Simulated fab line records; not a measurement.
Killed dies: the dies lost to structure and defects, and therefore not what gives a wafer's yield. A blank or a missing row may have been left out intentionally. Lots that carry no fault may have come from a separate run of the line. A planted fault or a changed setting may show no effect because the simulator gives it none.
Split-lot experiment :: flow rit_cmos :: route with 202 steps; 5 lots, 27 wafers read

## ON THE SPLIT
At RIT_SPACER_ETCHBACK_05 (etches Si3N4 in SF6/CHF3, stops on SiO2, target depth 250 nm, time 240 s), the setting target_depth_a was moved away from the recipe's 2500 angstrom on 9 of the 27 wafers read, by +18.6% to +44.0%. The other wafers ran this setting at the recipe's value.

The reading is taken at the split's own step.

## THE READING
oes_product_au, in a.u., at RIT_SPACER_ETCHBACK_05 (etches Si3N4 in SF6/CHF3, stops on SiO2, target depth 250 nm, time 240 s). Typical for fault-free wafers on this fab line: 0.840 a.u., with standard deviation 0.011 a.u.

wafer: L075.1
tool, chamber at the split: rie_diel-02, 1
target_depth_a as run, angstrom: 2500
against the recipe: recipe
oes_product_au, a.u.: 0.841
against lot-mates on the recipe: -

wafer: L075.2
tool, chamber at the split: rie_diel-02, 0
target_depth_a as run, angstrom: 2965
against the recipe: +18.6%
oes_product_au, a.u.: 0.758
against lot-mates on the recipe: -0.085

wafer: L075.3
tool, chamber at the split: rie_diel-02, 2
target_depth_a as run, angstrom: 2965
against the recipe: +18.6%
oes_product_au, a.u.: 0.764
against lot-mates on the recipe: -0.079

wafer: L075.4
tool, chamber at the split: rie_diel-02, 3
target_depth_a as run, angstrom: 2500
against the recipe: recipe
oes_product_au, a.u.: 0.840
against lot-mates on the recipe: -

wafer: L075.5
tool, chamber at the split: rie_diel-02, 0
target_depth_a as run, angstrom: 2500
against the recipe: recipe
oes_product_au, a.u.: 0.847
against lot-mates on the recipe: -

wafer: L075.6
tool, chamber at the split: rie_diel-02, 1
target_depth_a as run, angstrom: 2965
against the recipe: +18.6%
oes_product_au, a.u.: 0.763
against lot-mates on the recipe: -0.080

wafer: L080.1
tool, chamber at the split: rie_diel-02, 2
target_depth_a as run, angstrom: 2500
against the recipe: recipe
oes_product_au, a.u.: 0.851
against lot-mates on the recipe: -

wafer: L080.2
tool, chamber at the split: rie_diel-02, 0
target_depth_a as run, angstrom: 2500
against the recipe: recipe
oes_product_au, a.u.: 0.833
against lot-mates on the recipe: -

wafer: L080.5
tool, chamber at the split: rie_diel-02, 0
target_depth_a as run, angstrom: 2500
against the recipe: recipe
oes_product_au, a.u.: 0.832
against lot-mates on the recipe: -

wafer: L081.1
tool, chamber at the split: rie_diel-03, 2
target_depth_a as run, angstrom: 3601
against the recipe: +44.0%
oes_product_au, a.u.: 0.669
against lot-mates on the recipe: -0.168

wafer: L081.2
tool, chamber at the split: rie_diel-03, 0
target_depth_a as run, angstrom: 3601
against the recipe: +44.0%
oes_product_au, a.u.: 0.688
against lot-mates on the recipe: -0.149

wafer: L081.3
tool, chamber at the split: rie_diel-03, 3
target_depth_a as run, angstrom: 2500
against the recipe: recipe
oes_product_au, a.u.: 0.839
against lot-mates on the recipe: -

wafer: L081.4
tool, chamber at the split: rie_diel-03, 0
target_depth_a as run, angstrom: 2500
against the recipe: recipe
oes_product_au, a.u.: 0.853
against lot-mates on the recipe: -

wafer: L081.5
tool, chamber at the split: rie_diel-03, 2
target_depth_a as run, angstrom: 2500
against the recipe: recipe
oes_product_au, a.u.: 0.818
against lot-mates on the recipe: -

wafer: L081.6
tool, chamber at the split: rie_diel-03, 3
target_depth_a as run, angstrom: 3601
against the recipe: +44.0%
oes_product_au, a.u.: 0.690
against lot-mates on the recipe: -0.147

wafer: L082.1
tool, chamber at the split: rie_diel-02, 3
target_depth_a as run, angstrom: 2500
against the recipe: recipe
oes_product_au, a.u.: 0.847
against lot-mates on the recipe: -

wafer: L082.2
tool, chamber at the split: rie_diel-02, 2
target_depth_a as run, angstrom: 2500
against the recipe: recipe
oes_product_au, a.u.: 0.838
against lot-mates on the recipe: -

wafer: L082.3
tool, chamber at the split: rie_diel-02, 0
target_depth_a as run, angstrom: 2500
against the recipe: recipe
oes_product_au, a.u.: 0.839
against lot-mates on the recipe: -

wafer: L082.4
tool, chamber at the split: rie_diel-02, 1
target_depth_a as run, angstrom: 2500
against the recipe: recipe
oes_product_au, a.u.: 0.839
against lot-mates on the recipe: -

wafer: L082.5
tool, chamber at the split: rie_diel-02, 1
target_depth_a as run, angstrom: 2500
against the recipe: recipe
oes_product_au, a.u.: 0.843
against lot-mates on the recipe: -

wafer: L082.6
tool, chamber at the split: rie_diel-02, 0
target_depth_a as run, angstrom: 2500
against the recipe: recipe
oes_product_au, a.u.: 0.845
against lot-mates on the recipe: -

wafer: L085.1
tool, chamber at the split: rie_diel-03, 1
target_depth_a as run, angstrom: 3600
against the recipe: +44.0%
oes_product_au, a.u.: 0.673
against lot-mates on the recipe: -0.165

wafer: L085.2
tool, chamber at the split: rie_diel-03, 0
target_depth_a as run, angstrom: 2500
against the recipe: recipe
oes_product_au, a.u.: 0.847
against lot-mates on the recipe: -

wafer: L085.3
tool, chamber at the split: rie_diel-03, 3
target_depth_a as run, angstrom: 2500
against the recipe: recipe
oes_product_au, a.u.: 0.841
against lot-mates on the recipe: -

wafer: L085.4
tool, chamber at the split: rie_diel-03, 2
target_depth_a as run, angstrom: 2500
against the recipe: recipe
oes_product_au, a.u.: 0.827
against lot-mates on the recipe: -

wafer: L085.5
tool, chamber at the split: rie_diel-03, 1
target_depth_a as run, angstrom: 3600
against the recipe: +44.0%
oes_product_au, a.u.: 0.676
against lot-mates on the recipe: -0.162

wafer: L085.6
tool, chamber at the split: rie_diel-03, 0
target_depth_a as run, angstrom: 3600
against the recipe: +44.0%
oes_product_au, a.u.: 0.686
against lot-mates on the recipe: -0.152

THE FIT
A straight line over all 27 wafers: oes_product_au changes by -0.00365 a.u. for each +1% of target_depth_a; r = -0.99; the points scatter about the line by 0.0089 a.u.
The same after taking each lot's own level away (the mean of its wafers on the recipe; 27 wafers): -0.0036 a.u. for each +1%; r = -0.99; scatter 0.0093 a.u.
The reading moves by 0.16 a.u. for the largest change in target_depth_a, on that fit.
Across the lots, their own levels run from 0.8367 to 0.8427 a.u., a range of 0.5 times the standard deviation given above.
The two slopes agree, so the slope changes little with the lot-to-lot level.
Check: with one of the wafers moved furthest among these (+44.0%) left out of the fit, the line predicts -0.159 a.u. for it against its lot-mates. It came out at -0.168 a.u. against them.
Tool readings at the split's step, against how far the setting was moved: oes_product_au r = -0.99.

## FURTHER SPLITS ON THESE WAFERS
These wafers also went through other splits before the reading. Each is held against what the fit with the lots' levels taken away leaves over:
other split on the same wafers: RIT_ACTIVE_DEVELOP_10 develop_time_s
wafers away from the commonest value: 12
r with oes_product_au (lot level and that fit taken away): +0.04

other split on the same wafers: RIT_GATE_DEVELOP_15 develop_time_s
wafers away from the commonest value: 6
r with oes_product_au (lot level and that fit taken away): +0.08

other split on the same wafers: RIT_REOX_OXIDATION_03 ox_time_s
wafers away from the commonest value: 18
r with oes_product_au (lot level and that fit taken away): -0.13

## THE WHOLE CHAIN: every reading that the file lists as answering this split, in the file's order
step: RIT_SPACER_ETCHBACK_05
what it does: etches Si3N4 in SF6/CHF3, stops on SiO2, target depth 250 nm, time 240 s
reading: oes_product_au
change (the file's fit): -0.00363 a.u. for each +1% of the setting
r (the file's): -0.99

step: RIT_SPACER_ETCHBACK_05
what it does: etches Si3N4 in SF6/CHF3, stops on SiO2, target depth 250 nm, time 240 s
reading: Si3N4_of_SPACER_CVD_03.thk_nm (the simulator's own value, which no gauge read)
change (the file's fit): -0.423 nm for each +1% of the setting
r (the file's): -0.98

step: RIT_SPACER_ETCHBACK_05
what it does: etches Si3N4 in SF6/CHF3, stops on SiO2, target depth 250 nm, time 240 s
reading: poly-Si_of_GATE_CVD_08.thk_nm (the simulator's own value, which no gauge read)
change (the file's fit): -0.521 nm for each +1% of the setting
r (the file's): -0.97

step: RIT_SPACER_ETCHBACK_05
what it does: etches Si3N4 in SF6/CHF3, stops on SiO2, target depth 250 nm, time 240 s
reading: SiO2_of_FOX2_OXIDATION_00.thk_nm (the simulator's own value, which no gauge read)
change (the file's fit): -0.466 nm for each +1% of the setting
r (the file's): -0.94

## FILE'S OWN FIT
oes_product_au changes by -0.00363 a.u. for each +1% of target_depth_a, r = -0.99.
